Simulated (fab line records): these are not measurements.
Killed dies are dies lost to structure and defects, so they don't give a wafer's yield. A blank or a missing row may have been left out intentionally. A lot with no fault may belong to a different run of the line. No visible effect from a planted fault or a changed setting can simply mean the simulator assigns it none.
Tool commonality check :: flow berkeleyCmos170 :: 48 wafers sampled across 14 lots

== WHY IT WAS OPENED ==
Of 14 lots, 2 have the reading PLDD_TW flagged at UCB170_PLDD_TW_MEAS_11. Wafers without a fault read 1000, standard deviation 6.2.
Rule: a lot is flagged in two cases, either no wafer of it has a number, or all its wafers with numbers fall more than 4 standard deviations from that mean. The rest of the lots are taken to be sound.

lot: L847
measured: day 7 10:11
on: filmMetro-01
PLDD_TW, wafer by wafer: 1007 1008 1002
flag: 

lot: L846
measured: day 7 10:24
on: filmMetro-03
PLDD_TW, wafer by wafer: 997 986 988
flag: 

lot: L848
measured: day 7 18:39
on: filmMetro-03
PLDD_TW, wafer by wafer: 987 994 990
flag: 

lot: L850
measured: day 8 14:19
on: filmMetro-01
PLDD_TW, wafer by wafer: 999 1001 1004
flag: 

lot: L852
measured: day 8 14:46
on: filmMetro-01
PLDD_TW, wafer by wafer: 1008 1005 1004
flag: 

lot: L851
measured: day 8 14:57
on: filmMetro-02
PLDD_TW, wafer by wafer: 1004 1002 1004
flag: 

lot: L855
measured: day 9 09:26
on: filmMetro-02
PLDD_TW, wafer by wafer: 1005 1004 1006
flag: 

lot: L854
measured: day 9 09:41
on: filmMetro-01
PLDD_TW, wafer by wafer: 1004 1000 1003
flag: 

lot: L858
measured: day 10 07:31
on: filmMetro-02
PLDD_TW, wafer by wafer: 1061 1062 1061 1059 1057 1057
flag: FLAGGED

lot: L859
measured: day 10 08:28
on: filmMetro-01
PLDD_TW, wafer by wafer: 1068 1065 1063 1060 1063 1069
flag: FLAGGED

lot: L860
measured: day 10 21:16
on: filmMetro-01
PLDD_TW, wafer by wafer: 1003 1007 1001
flag: 

lot: L865
measured: day 11 18:26
on: filmMetro-01
PLDD_TW, wafer by wafer: 1010 1004 1005
flag: 

lot: L867
measured: day 11 22:20
on: filmMetro-02
PLDD_TW, wafer by wafer: 1002 1007 1003
flag: 

lot: L868
measured: day 12 10:11
on: filmMetro-01
PLDD_TW, wafer by wafer: 1006 1002 1000
flag: 
The numbers of the flagged lots are 1062 on average: +62 against the usual, or +10 standard deviations.

== TOOL THAT RAN EACH LOT ==
The record holds 2 process steps before the reading, out of a route of 331 steps. Cell contents, in order: the tool; ch with the chambers the sampled wafers went through; the start.
lot: L847
flag: 
UCB170_GATE_STRIP_16: plasmaAsher-03 ch 0,1, day 7 06:56
UCB170_PLDD_IMPLANT_09: implanter-02 ch 0, day 7 09:56

lot: L846
flag: 
UCB170_GATE_STRIP_16: plasmaAsher-01 ch 0,1, day 7 07:11
UCB170_PLDD_IMPLANT_09: implanter-04 ch 0, day 7 10:09

lot: L848
flag: 
UCB170_GATE_STRIP_16: plasmaAsher-02 ch 0,1, day 7 16:23
UCB170_PLDD_IMPLANT_09: implanter-01 ch 0, day 7 18:26

lot: L850
flag: 
UCB170_GATE_STRIP_16: plasmaAsher-01 ch 0,1, day 8 12:10
UCB170_PLDD_IMPLANT_09: implanter-04 ch 0, day 8 14:05

lot: L852
flag: 
UCB170_GATE_STRIP_16: plasmaAsher-03 ch 0,1, day 8 12:28
UCB170_PLDD_IMPLANT_09: implanter-01 ch 0, day 8 14:34

lot: L851
flag: 
UCB170_GATE_STRIP_16: plasmaAsher-02 ch 0, day 8 12:33
UCB170_PLDD_IMPLANT_09: implanter-04 ch 0, day 8 14:42

lot: L855
flag: 
UCB170_GATE_STRIP_16: plasmaAsher-02 ch 0,1, day 9 07:20
UCB170_PLDD_IMPLANT_09: implanter-04 ch 0, day 9 09:13

lot: L854
flag: 
UCB170_GATE_STRIP_16: plasmaAsher-01 ch 0,1, day 9 07:35
UCB170_PLDD_IMPLANT_09: implanter-01 ch 0, day 9 09:26

lot: L858
flag: FLAGGED
UCB170_GATE_STRIP_16: plasmaAsher-02 ch 0,1, day 10 05:22
UCB170_PLDD_IMPLANT_09: implanter-01 ch 0, day 10 07:18

lot: L859
flag: FLAGGED
UCB170_GATE_STRIP_16: plasmaAsher-03 ch 0,1, day 10 06:09
UCB170_PLDD_IMPLANT_09: implanter-01 ch 0, day 10 08:13

lot: L860
flag: 
UCB170_GATE_STRIP_16: plasmaAsher-01 ch 0,1, day 10 16:55
UCB170_PLDD_IMPLANT_09: implanter-02 ch 0, day 10 21:02

lot: L865
flag: 
UCB170_GATE_STRIP_16: plasmaAsher-03 ch 0,1, day 11 14:09
UCB170_PLDD_IMPLANT_09: implanter-02 ch 0, day 11 18:11

lot: L867
flag: 
UCB170_GATE_STRIP_16: plasmaAsher-01 ch 0,1, day 11 18:34
UCB170_PLDD_IMPLANT_09: implanter-04 ch 0, day 11 22:05

lot: L868
flag: 
UCB170_GATE_STRIP_16: plasmaAsher-02 ch 0,1, day 12 05:42
UCB170_PLDD_IMPLANT_09: implanter-04 ch 0, day 12 09:57
What the steps here do:
- UCB170_GATE_STRIP_16: strips in O2.
- UCB170_PLDD_IMPLANT_09
- UCB170_PLDD_TW_MEAS_11

== FLAGGED AGAINST TOTAL, ONE TOOL AT A TIME (gauges that did the reading follow at the end) ==
step: UCB170_GATE_STRIP_16
tool: plasmaAsher-01
lots run: 5
flagged: 0
share of the flagged lots: none
sound lots run after its first flagged lot: -

step: UCB170_GATE_STRIP_16
tool: plasmaAsher-02
lots run: 5
flagged: 1
share of the flagged lots: some
sound lots run after its first flagged lot: 1 (L868)

step: UCB170_GATE_STRIP_16
tool: plasmaAsher-03
lots run: 4
flagged: 1
share of the flagged lots: some
sound lots run after its first flagged lot: 1 (L865)

step: UCB170_PLDD_IMPLANT_09
tool: implanter-01
lots run: 5
flagged: 2
share of the flagged lots: all
sound lots run after its first flagged lot: 0

step: UCB170_PLDD_IMPLANT_09
tool: implanter-02
lots run: 3
flagged: 0
share of the flagged lots: none
sound lots run after its first flagged lot: -

step: UCB170_PLDD_IMPLANT_09
tool: implanter-04
lots run: 6
flagged: 0
share of the flagged lots: none
sound lots run after its first flagged lot: -

step: UCB170_PLDD_TW_MEAS_11
tool: filmMetro-01
lots run: 8
flagged: 1
share of the flagged lots: some
sound lots run after its first flagged lot: 3 (L860,L865,L868)

step: UCB170_PLDD_TW_MEAS_11
tool: filmMetro-02
lots run: 4
flagged: 1
share of the flagged lots: some
sound lots run after its first flagged lot: 1 (L867)

step: UCB170_PLDD_TW_MEAS_11
tool: filmMetro-03
lots run: 2
flagged: 0
share of the flagged lots: none
sound lots run after its first flagged lot: -

== WHAT IS ALLOWED BY THE TABLE ==
Rows of the table that ran each flagged lot: 1, that is implanter-01 at UCB170_PLDD_IMPLANT_09.
- implanter-01 at UCB170_PLDD_IMPLANT_09: 2 of its 5 lots flagged. It ran its last sound lot, L854, at day 9 09:26 and its first flagged lot, L858, at day 10 07:18: a fault with its onset between the two fits. Its own readings lie more than 4 standard deviations out on every wafer of the flagged lots: beamOnS, faradayCurrentUA.
Left over: one tool, implanter-01 at UCB170_PLDD_IMPLANT_09.

== WHAT WAS PUT IN BY THE SIMULATOR ==
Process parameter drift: implanter-01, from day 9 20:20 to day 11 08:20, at UCB170_PLDD_IMPLANT_09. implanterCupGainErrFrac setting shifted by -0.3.
Lots struck among those shown: L858, L859. The rule above reached the same finding.
